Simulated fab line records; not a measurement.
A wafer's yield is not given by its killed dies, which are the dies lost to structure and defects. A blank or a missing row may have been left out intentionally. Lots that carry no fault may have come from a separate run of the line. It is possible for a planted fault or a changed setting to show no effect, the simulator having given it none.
Which tool did it? :: flow berkeleyCmos170 :: 14 lots with 42 wafers sampled at 6 steps, on a route of 331 steps

## WHAT THE GAUGES READ, wafer by wafer
UCB170_GATE_CD_MEAS_12: the cd target is 350 nm. Usual: cdNm reads 350.1 nm (standard deviation 1.5).
lot: L493
measured: day 6 01:50
on: cdSem-02
cdNm (nm): 348.1 347.0 346.9
flag: 

lot: L494
measured: day 6 02:10
on: cdSem-01
cdNm (nm): 350.8 352.6 349.6
flag: 

lot: L495
measured: day 6 08:24
on: cdSem-02
cdNm (nm): 348.1 346.8 347.3
flag: 

lot: L496
measured: day 6 15:29
on: cdSem-02
cdNm (nm): 348.7 348.6 350.0
flag: 

lot: L497
measured: day 7 02:46
on: cdSem-02
cdNm (nm): 349.4 349.0 349.9
flag: 

lot: L498
measured: day 7 02:56
on: cdSem-01
cdNm (nm): 349.6 349.6 350.1
flag: 

lot: L502
measured: day 8 10:04
on: cdSem-02
cdNm (nm): 349.0 349.9 349.6
flag: 

lot: L506
measured: day 8 17:23
on: cdSem-01
cdNm (nm): 353.0 351.2 353.1
flag: 

lot: L507
measured: day 9 01:23
on: cdSem-01
cdNm (nm): 350.4 350.8 349.2
flag: 

lot: L508
measured: day 9 01:30
on: cdSem-02
cdNm (nm): 353.2 352.2 351.6
flag: 

lot: L509
measured: day 9 01:47
on: cdSem-02
cdNm (nm): 350.5 350.6 351.2
flag: 

lot: L510
measured: day 9 12:15
on: cdSem-02
cdNm (nm): 350.6 350.5 351.1
flag: 

lot: L512
measured: day 10 10:41
on: cdSem-02
cdNm (nm): 352.0 352.6 349.9
flag: 

lot: L514
measured: day 10 15:03
on: cdSem-02
cdNm (nm): 350.9 351.9 351.7
flag: 

UCB170_GATE_CD_MEAS_90: the cd target is 350 nm. Usual: cdNm reads 350.1 nm (standard deviation 1.5).
lot: L493
measured: day 6 02:19
on: cdSem-02
cdNm (nm): 348.3 348.2 348.0
flag: 

lot: L494
measured: day 6 02:36
on: cdSem-01
cdNm (nm): 350.1 351.9 348.2
flag: 

lot: L495
measured: day 6 08:45
on: cdSem-02
cdNm (nm): 348.2 347.6 348.4
flag: 

lot: L496
measured: day 6 15:49
on: cdSem-01
cdNm (nm): 348.7 349.0 349.4
flag: 

lot: L497
measured: day 7 03:07
on: cdSem-02
cdNm (nm): 349.6 349.3 349.8
flag: 

lot: L498
measured: day 7 03:17
on: cdSem-02
cdNm (nm): 350.4 349.6 351.1
flag: 

lot: L502
measured: day 8 10:25
on: cdSem-02
cdNm (nm): 348.3 349.6 349.7
flag: 

lot: L506
measured: day 8 17:43
on: cdSem-01
cdNm (nm): 352.5 351.3 353.7
flag: 

lot: L507
measured: day 9 01:44
on: cdSem-01
cdNm (nm): 349.9 351.2 348.9
flag: 

lot: L508
measured: day 9 01:54
on: cdSem-02
cdNm (nm): 352.4 352.1 352.0
flag: 

lot: L509
measured: day 9 02:14
on: cdSem-01
cdNm (nm): 350.7 350.9 351.6
flag: 

lot: L510
measured: day 9 12:51
on: cdSem-02
cdNm (nm): 350.2 351.3 351.1
flag: 

lot: L512
measured: day 10 11:04
on: cdSem-02
cdNm (nm): 352.0 352.5 349.9
flag: 

lot: L514
measured: day 10 15:24
on: cdSem-01
cdNm (nm): 350.6 352.4 352.5
flag: 

UCB170_NLDD_TW_MEAS_11. Usual: NLDD_TW typically reads 2198, with standard deviation 16.
lot: L493
measured: day 6 06:47
on: filmMetro-01
NLDD_TW: 2205 2206 2211
flag: 

lot: L494
measured: day 6 06:53
on: filmMetro-01
NLDD_TW: 2210 2205 2205
flag: 

lot: L495
measured: day 6 13:20
on: filmMetro-04
NLDD_TW: 2197 2178 2180
flag: 

lot: L496
measured: day 6 19:34
on: filmMetro-03
NLDD_TW: 2193 2201 2192
flag: 

lot: L497
measured: day 7 08:51
on: filmMetro-01
NLDD_TW: 2218 2216 2200
flag: 

lot: L498
measured: day 7 08:58
on: filmMetro-01
NLDD_TW: 2217 2213 2198
flag: 

lot: L502
measured: day 8 14:35
on: filmMetro-01
NLDD_TW: 2196 2211 2206
flag: 

lot: L506
measured: day 9 02:57
on: filmMetro-03
NLDD_TW: 2089 2075 2065
flag: OFF

lot: L507
measured: day 9 07:44
on: filmMetro-03
NLDD_TW: 2071 2068 2078
flag: OFF

lot: L508
measured: day 9 07:59
on: filmMetro-03
NLDD_TW: 2179 2173 2163
flag: 

lot: L509
measured: day 9 07:52
on: filmMetro-01
NLDD_TW: 2226 2213 2216
flag: 

lot: L510
measured: day 9 17:17
on: filmMetro-04
NLDD_TW: 2182 2199 2185
flag: 

lot: L512
measured: day 10 14:43
on: filmMetro-01
NLDD_TW: 2212 2212 2209
flag: 

lot: L514
measured: day 10 19:13
on: filmMetro-04
NLDD_TW: 2198 2194 2182
flag: 

UCB170_SDANNEAL_RS_MEAS_05: measures by four-point-probe. Usual: NLDD_RS typically reads 616.6 ohm/sq, with standard deviation 1.5.
lot: L493
measured: day 6 17:25
on: filmMetro-04
NLDD_RS (ohm/sq): 617.7 617.1 619.0
flag: 

lot: L494
measured: day 6 17:56
on: filmMetro-01
NLDD_RS (ohm/sq): 615.9 618.9 617.5
flag: 

lot: L495
measured: day 6 21:39
on: filmMetro-03
NLDD_RS (ohm/sq): 616.0 616.4 617.6
flag: 

lot: L496
measured: day 7 05:34
on: filmMetro-04
NLDD_RS (ohm/sq): 617.7 616.7 617.2
flag: 

lot: L497
measured: day 7 17:13
on: filmMetro-04
NLDD_RS (ohm/sq): 619.6 618.8 618.0
flag: 

lot: L498
measured: day 7 17:25
on: filmMetro-03
NLDD_RS (ohm/sq): 617.2 617.4 616.6
flag: 

lot: L502
measured: day 9 06:01
on: filmMetro-03
NLDD_RS (ohm/sq): 617.3 616.7 618.0
flag: 

lot: L506
measured: day 9 13:49
on: filmMetro-01
NLDD_RS (ohm/sq): 686.5 688.3 687.4
flag: OFF

lot: L507
measured: day 9 16:59
on: filmMetro-04
NLDD_RS (ohm/sq): 692.2 691.6 692.0
flag: OFF

lot: L508
measured: day 9 17:22
on: filmMetro-01
NLDD_RS (ohm/sq): 616.7 616.9 617.8
flag: 

lot: L509
measured: day 9 17:29
on: filmMetro-03
NLDD_RS (ohm/sq): 617.3 617.9 616.0
flag: 

lot: L510
measured: day 10 03:54
on: filmMetro-01
NLDD_RS (ohm/sq): 617.1 617.8 617.2
flag: 

lot: L512
measured: day 11 02:41
on: filmMetro-04
NLDD_RS (ohm/sq): 615.7 615.0 617.9
flag: 

lot: L514
measured: day 11 04:53
on: filmMetro-03
NLDD_RS (ohm/sq): 615.9 617.4 615.7
flag: 

## WHICH TOOL RAN EACH LOT (tool, then ch and the chambers of the sampled wafers, then the start)
lot: L493
UCB170_NLDD_IMPLANT_08: implanter-01 ch 0, day 6 06:20
UCB170_NLDD_STRIP_10: plasmaAsher-01 ch 0,1, day 6 06:38

lot: L494
UCB170_NLDD_IMPLANT_08: implanter-03 ch 0, day 6 06:29
UCB170_NLDD_STRIP_10: plasmaAsher-04 ch 0,1, day 6 06:45

lot: L495
UCB170_NLDD_IMPLANT_08: implanter-01 ch 0, day 6 12:56
UCB170_NLDD_STRIP_10: plasmaAsher-01 ch 0,1, day 6 13:14

lot: L496
UCB170_NLDD_IMPLANT_08: implanter-03 ch 0, day 6 19:10
UCB170_NLDD_STRIP_10: plasmaAsher-01 ch 0,1, day 6 19:28

lot: L497
UCB170_NLDD_IMPLANT_08: implanter-04 ch 0, day 7 08:27
UCB170_NLDD_STRIP_10: plasmaAsher-01 ch 0,1, day 7 08:45

lot: L498
UCB170_NLDD_IMPLANT_08: implanter-01 ch 0, day 7 08:35
UCB170_NLDD_STRIP_10: plasmaAsher-04 ch 0,1, day 7 08:52

lot: L502
UCB170_NLDD_IMPLANT_08: implanter-03 ch 0, day 8 14:12
UCB170_NLDD_STRIP_10: plasmaAsher-04 ch 0,1, day 8 14:28

lot: L506
UCB170_NLDD_IMPLANT_08: implanter-03 ch 0, day 9 02:34
UCB170_NLDD_STRIP_10: plasmaAsher-01 ch 0,1, day 9 02:50

lot: L507
UCB170_NLDD_IMPLANT_08: implanter-03 ch 0, day 9 07:20
UCB170_NLDD_STRIP_10: plasmaAsher-04 ch 0,1, day 9 07:38

lot: L508
UCB170_NLDD_IMPLANT_08: implanter-04 ch 0, day 9 07:35
UCB170_NLDD_STRIP_10: plasmaAsher-01 ch 0,1, day 9 07:53

lot: L509
UCB170_NLDD_IMPLANT_08: implanter-01 ch 0, day 9 07:28
UCB170_NLDD_STRIP_10: plasmaAsher-02 ch 0,1, day 9 07:46

lot: L510
UCB170_NLDD_IMPLANT_08: implanter-01 ch 0, day 9 16:53
UCB170_NLDD_STRIP_10: plasmaAsher-01 ch 0,1, day 9 17:11

lot: L512
UCB170_NLDD_IMPLANT_08: implanter-04 ch 0, day 10 14:19
UCB170_NLDD_STRIP_10: plasmaAsher-02 ch 0,1, day 10 14:37

lot: L514
UCB170_NLDD_IMPLANT_08: implanter-01 ch 0, day 10 18:46
UCB170_NLDD_STRIP_10: plasmaAsher-01 ch 0,1, day 10 19:04
- UCB170_NLDD_IMPLANT_08
- UCB170_NLDD_STRIP_10: strips in O2.

## WHAT THE TOOLS THEMSELVES READ (means of the sampled wafers that have a number; where no wafer has one, the mark that the record gives instead)
UCB170_NLDD_IMPLANT_08. Usual: doseIonsCm2 5.001e+13, standard deviation 5.6e+10; faradayCurrentUA 158, standard deviation 3.2; rotationDeg -0.001 degrees, standard deviation 0.021.
lot: L493
tool: implanter-01
doseIonsCm2: 5.000e+13
faradayCurrentUA: 161
rotationDeg (degrees): -0.011
flag: 

lot: L494
tool: implanter-03
doseIonsCm2: 5.004e+13
faradayCurrentUA: 160
rotationDeg (degrees): -0.027
flag: 

lot: L495
tool: implanter-01
doseIonsCm2: 5.002e+13
faradayCurrentUA: 156
rotationDeg (degrees): 0.019
flag: 

lot: L496
tool: implanter-03
doseIonsCm2: 5.004e+13
faradayCurrentUA: 156
rotationDeg (degrees): -0.033
flag: 

lot: L497
tool: implanter-04
doseIonsCm2: 5.006e+13
faradayCurrentUA: 160
rotationDeg (degrees): 0.005
flag: 

lot: L498
tool: implanter-01
doseIonsCm2: 5.005e+13
faradayCurrentUA: 163
rotationDeg (degrees): -0.017
flag: 

lot: L502
tool: implanter-03
doseIonsCm2: 5.001e+13
faradayCurrentUA: 156
rotationDeg (degrees): -0.023
flag: 

lot: L506
tool: implanter-03
doseIonsCm2: 3.441e+13
faradayCurrentUA: 108
rotationDeg (degrees): 0.008
flag: OFF

lot: L507
tool: implanter-03
doseIonsCm2: 3.441e+13
faradayCurrentUA: 109
rotationDeg (degrees): -0.007
flag: OFF

lot: L508
tool: implanter-04
doseIonsCm2: 4.998e+13
faradayCurrentUA: 158
rotationDeg (degrees): -0.014
flag: 

lot: L509
tool: implanter-01
doseIonsCm2: 4.991e+13
faradayCurrentUA: 159
rotationDeg (degrees): 0.007
flag: 

lot: L510
tool: implanter-01
doseIonsCm2: 4.996e+13
faradayCurrentUA: 153
rotationDeg (degrees): 0.022
flag: 

lot: L512
tool: implanter-04
doseIonsCm2: 5.000e+13
faradayCurrentUA: 156
rotationDeg (degrees): -0.003
flag: 

lot: L514
tool: implanter-01
doseIonsCm2: 5.001e+13
faradayCurrentUA: 158
rotationDeg (degrees): 0.022
flag: 

UCB170_NLDD_STRIP_10. Usual: drypumpMotorCurrentA 5.7 A, standard deviation 0.32; oesProductAu 0.735 a.u., standard deviation 0.0042; stripTimeToEndpointS 21.64 s, standard deviation 0.051.
lot: L493
tool: plasmaAsher-01
drypumpMotorCurrentA (A): 5.4
oesProductAu (a.u.): 0.730
stripTimeToEndpointS (s): 21.65
flag: 

lot: L494
tool: plasmaAsher-04
drypumpMotorCurrentA (A): 5.9
oesProductAu (a.u.): 0.734
stripTimeToEndpointS (s): 21.62
flag: 

lot: L495
tool: plasmaAsher-01
drypumpMotorCurrentA (A): 5.5
oesProductAu (a.u.): 0.737
stripTimeToEndpointS (s): 21.71
flag: 

lot: L496
tool: plasmaAsher-01
drypumpMotorCurrentA (A): 5.5
oesProductAu (a.u.): 0.736
stripTimeToEndpointS (s): 21.59
flag: 

lot: L497
tool: plasmaAsher-01
drypumpMotorCurrentA (A): 5.6
oesProductAu (a.u.): 0.730
stripTimeToEndpointS (s): 21.68
flag: 

lot: L498
tool: plasmaAsher-04
drypumpMotorCurrentA (A): 6.0
oesProductAu (a.u.): 0.732
stripTimeToEndpointS (s): 21.66
flag: 

lot: L502
tool: plasmaAsher-04
drypumpMotorCurrentA (A): 6.0
oesProductAu (a.u.): 0.735
stripTimeToEndpointS (s): 21.59
flag: 

lot: L506
tool: plasmaAsher-01
drypumpMotorCurrentA (A): 5.4
oesProductAu (a.u.): 0.734
stripTimeToEndpointS (s): 21.74
flag: 

lot: L507
tool: plasmaAsher-04
drypumpMotorCurrentA (A): 6.0
oesProductAu (a.u.): 0.733
stripTimeToEndpointS (s): 21.67
flag: 

lot: L508
tool: plasmaAsher-01
drypumpMotorCurrentA (A): 5.4
oesProductAu (a.u.): 0.736
stripTimeToEndpointS (s): 21.65
flag: 

lot: L509
tool: plasmaAsher-02
drypumpMotorCurrentA (A): 6.0
oesProductAu (a.u.): 0.735
stripTimeToEndpointS (s): 21.67
flag: 

lot: L510
tool: plasmaAsher-01
drypumpMotorCurrentA (A): 5.4
oesProductAu (a.u.): 0.736
stripTimeToEndpointS (s): 21.60
flag: 

lot: L512
tool: plasmaAsher-02
drypumpMotorCurrentA (A): 6.0
oesProductAu (a.u.): 0.736
stripTimeToEndpointS (s): 21.67
flag: 

lot: L514
tool: plasmaAsher-01
drypumpMotorCurrentA (A): 5.4
oesProductAu (a.u.): 0.732
stripTimeToEndpointS (s): 21.62
flag: 

## THE ANSWER, worked out from the rows above alone
Rule: a lot is off if the mean of its wafers that have a number lies more than 3 standard deviations from the usual mean. Also off: a lot with no number at a reading for which 4 or more lots have one. The other lots that the step has rows for count as sound. After the gauges, taken in route order, come the tools' own readings; for these a lot's mean is taken, as printed above. At the first step where some lot is off, the reading lying furthest off is the one used; lots without a number count as furthest.
Off: L506, L507, seen at UCB170_NLDD_TW_MEAS_11 (NLDD_TW).
A tool fits if, at a process step before that reading, it ran every lot that is off, and no sound lot after the first of them. Not tried: the gauges at UCB170_NLDD_TW_MEAS_11; whatever is off there is also off at UCB170_SDANNEAL_RS_MEAS_05, on other tools, and gauge error can't account for it. One candidate fits, namely implanter-03 at UCB170_NLDD_IMPLANT_08. Its last sound lot is L502 (day 8 14:12), its first lot that is off L506 (day 9 02:34): a fault that began between those two fits.
The tool's own readings at UCB170_NLDD_IMPLANT_08 bear it out: on the lots that are off they differ by more than 5 times the standard deviation of the sound lots' means. doseIonsCm2 reads 3.441e+13 there against 5.001e+13 on the sound lots; faradayCurrentUA reads 108 there against 158 on the sound lots.

## WHAT THE SIMULATOR PUT IN
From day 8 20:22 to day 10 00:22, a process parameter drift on implanter-03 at UCB170_NLDD_IMPLANT_08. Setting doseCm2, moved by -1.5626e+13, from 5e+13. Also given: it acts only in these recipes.
Struck lots among those shown: L506, L507. The same result came from the rule above.
